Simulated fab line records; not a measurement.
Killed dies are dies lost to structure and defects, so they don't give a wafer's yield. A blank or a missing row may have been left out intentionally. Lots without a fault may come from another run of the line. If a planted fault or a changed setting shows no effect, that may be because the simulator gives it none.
Split-lot study :: flow rit-cmos :: 5 lots, 23 wafers read, on a route of 202 steps

## SPLIT DETAILS
At RIT_PSD_SOFTBAKE_02 (time 60 s), the setting temp-c was moved away from the recipe's 90 C on 9 of the 23 wafers read, by -1.5% to +3.6%. The other wafers ran this setting at the recipe's value.

## FROM THE SPLIT TO THE READING: what the file shows between them, 2 steps
- RIT_PSD_EXPOSE_03: exposes mask M10, target cd 40900 nm
- RIT_PSD_PEB_04

## THE READING
NOVOLAK_of_PSD_COAT_01.thk-nm (the simulator's own value, which no gauge read), in nm, at RIT_PSD_DEVELOP_05 (develop time 50 s). There is no usual value for it anywhere in the file. The 14 wafers here that ran the recipe average 999.1 nm, standard deviation 2.4 nm.

wafer: L076.1
tool, chamber at the split: litho-track-02, 0
temp-c as run, C: 88.65
against the recipe: -1.5%
NOVOLAK_of_PSD_COAT_01.thk-nm, nm: 1006
against lot-mates on the recipe: +4.2

wafer: L076.4
tool, chamber at the split: litho-track-02, 0
temp-c as run, C: 88.65
against the recipe: -1.5%
NOVOLAK_of_PSD_COAT_01.thk-nm, nm: 1006
against lot-mates on the recipe: +4.2

wafer: L076.2
tool, chamber at the split: litho-track-02, 0
temp-c as run, C: 90
against the recipe: recipe
NOVOLAK_of_PSD_COAT_01.thk-nm, nm: 999.6
against lot-mates on the recipe: -

wafer: L076.5
tool, chamber at the split: litho-track-02, 0
temp-c as run, C: 88.65
against the recipe: -1.5%
NOVOLAK_of_PSD_COAT_01.thk-nm, nm: 1003
against lot-mates on the recipe: +1.2

wafer: L076.6
tool, chamber at the split: litho-track-02, 0
temp-c as run, C: 90
against the recipe: recipe
NOVOLAK_of_PSD_COAT_01.thk-nm, nm: 1004
against lot-mates on the recipe: -

wafer: L077.1
tool, chamber at the split: litho-track-02, 0
temp-c as run, C: 88.64
against the recipe: -1.5%
NOVOLAK_of_PSD_COAT_01.thk-nm, nm: 1003
against lot-mates on the recipe: +2.6

wafer: L077.2
tool, chamber at the split: litho-track-02, 0
temp-c as run, C: 90
against the recipe: recipe
NOVOLAK_of_PSD_COAT_01.thk-nm, nm: 998.8
against lot-mates on the recipe: -

wafer: L077.3
tool, chamber at the split: litho-track-02, 0
temp-c as run, C: 88.64
against the recipe: -1.5%
NOVOLAK_of_PSD_COAT_01.thk-nm, nm: 1004
against lot-mates on the recipe: +3.6

wafer: L077.5
tool, chamber at the split: litho-track-02, 0
temp-c as run, C: 90
against the recipe: recipe
NOVOLAK_of_PSD_COAT_01.thk-nm, nm: 1002
against lot-mates on the recipe: -

wafer: L077.6
tool, chamber at the split: litho-track-02, 0
temp-c as run, C: 88.64
against the recipe: -1.5%
NOVOLAK_of_PSD_COAT_01.thk-nm, nm: 1002
against lot-mates on the recipe: +1.6

wafer: L078.2
tool, chamber at the split: litho-track-01, 0
temp-c as run, C: 90
against the recipe: recipe
NOVOLAK_of_PSD_COAT_01.thk-nm, nm: 996.1
against lot-mates on the recipe: -

wafer: L078.3
tool, chamber at the split: litho-track-01, 0
temp-c as run, C: 90
against the recipe: recipe
NOVOLAK_of_PSD_COAT_01.thk-nm, nm: 997.9
against lot-mates on the recipe: -

wafer: L078.4
tool, chamber at the split: litho-track-01, 0
temp-c as run, C: 93.26
against the recipe: +3.6%
NOVOLAK_of_PSD_COAT_01.thk-nm, nm: 983.9
against lot-mates on the recipe: -13.1

wafer: L078.5
tool, chamber at the split: litho-track-01, 0
temp-c as run, C: 93.26
against the recipe: +3.6%
NOVOLAK_of_PSD_COAT_01.thk-nm, nm: 986.8
against lot-mates on the recipe: -10.2

wafer: L078.6
tool, chamber at the split: litho-track-01, 0
temp-c as run, C: 93.26
against the recipe: +3.6%
NOVOLAK_of_PSD_COAT_01.thk-nm, nm: 988.1
against lot-mates on the recipe: -8.9

wafer: L080.2
tool, chamber at the split: litho-track-03, 0
temp-c as run, C: 90
against the recipe: recipe
NOVOLAK_of_PSD_COAT_01.thk-nm, nm: 1000
against lot-mates on the recipe: -

wafer: L080.5
tool, chamber at the split: litho-track-03, 0
temp-c as run, C: 90
against the recipe: recipe
NOVOLAK_of_PSD_COAT_01.thk-nm, nm: 1000
against lot-mates on the recipe: -

wafer: L080.3
tool, chamber at the split: litho-track-03, 0
temp-c as run, C: 90
against the recipe: recipe
NOVOLAK_of_PSD_COAT_01.thk-nm, nm: 1003
against lot-mates on the recipe: -

wafer: L081.1
tool, chamber at the split: litho-track-01, 0
temp-c as run, C: 90
against the recipe: recipe
NOVOLAK_of_PSD_COAT_01.thk-nm, nm: 996.3
against lot-mates on the recipe: -

wafer: L081.4
tool, chamber at the split: litho-track-01, 0
temp-c as run, C: 90
against the recipe: recipe
NOVOLAK_of_PSD_COAT_01.thk-nm, nm: 996.3
against lot-mates on the recipe: -

wafer: L081.2
tool, chamber at the split: litho-track-01, 0
temp-c as run, C: 90
against the recipe: recipe
NOVOLAK_of_PSD_COAT_01.thk-nm, nm: 997.3
against lot-mates on the recipe: -

wafer: L081.3
tool, chamber at the split: litho-track-01, 0
temp-c as run, C: 90
against the recipe: recipe
NOVOLAK_of_PSD_COAT_01.thk-nm, nm: 997
against lot-mates on the recipe: -

wafer: L081.5
tool, chamber at the split: litho-track-01, 0
temp-c as run, C: 90
against the recipe: recipe
NOVOLAK_of_PSD_COAT_01.thk-nm, nm: 999
against lot-mates on the recipe: -

FIT RESULTS
A straight line over all 23 wafers: NOVOLAK_of_PSD_COAT_01.thk-nm changes by -3.46 nm for each +1% of temp-c; r = -0.92; the points scatter about the line by 2.3 nm.
The same after taking each lot's own level away (the mean of its wafers on the recipe; 23 wafers): -2.68 nm for each +1%; r = -0.94; scatter 1.6 nm.
According to that fit, moving temp-c by its largest amount changes the reading by 9.7 nm.
Measured against the standard deviation above, the lots' own levels, which go from 997.00 to 1001.80 nm, span 2.0 times it.
So the lot-to-lot level changes the slope: the two fits differ.
Check: with one of the wafers moved furthest among these (+3.6%) left out of the fit, the line predicts -8.99 nm for it against its lot-mates. Against them it came out at -13.1 nm.

## OTHER SPLITS ON THESE WAFERS
Note: prior to the reading, these wafers also went through further splits. Each is held against what the fit with the lots' levels taken away leaves over:
other split on the same wafers: RIT_PLDD_IMPLANT_08 dose-cm2
wafers away from the commonest value: 10
r with NOVOLAK_of_PSD_COAT_01.thk-nm (lot level and that fit taken away): +0.01

other split on the same wafers: RIT_NSD_COAT_01 spin-rpm
wafers away from the commonest value: 7
r with NOVOLAK_of_PSD_COAT_01.thk-nm (lot level and that fit taken away): +0.36

other split on the same wafers: RIT_NSD_IMPLANT_08 energy-kev
wafers away from the commonest value: 4
r with NOVOLAK_of_PSD_COAT_01.thk-nm (lot level and that fit taken away): +0.18

## THE FILE'S OWN FIT
NOVOLAK_of_PSD_COAT_01.thk-nm changes by -2.76 nm for each +1% of temp-c, r = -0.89.
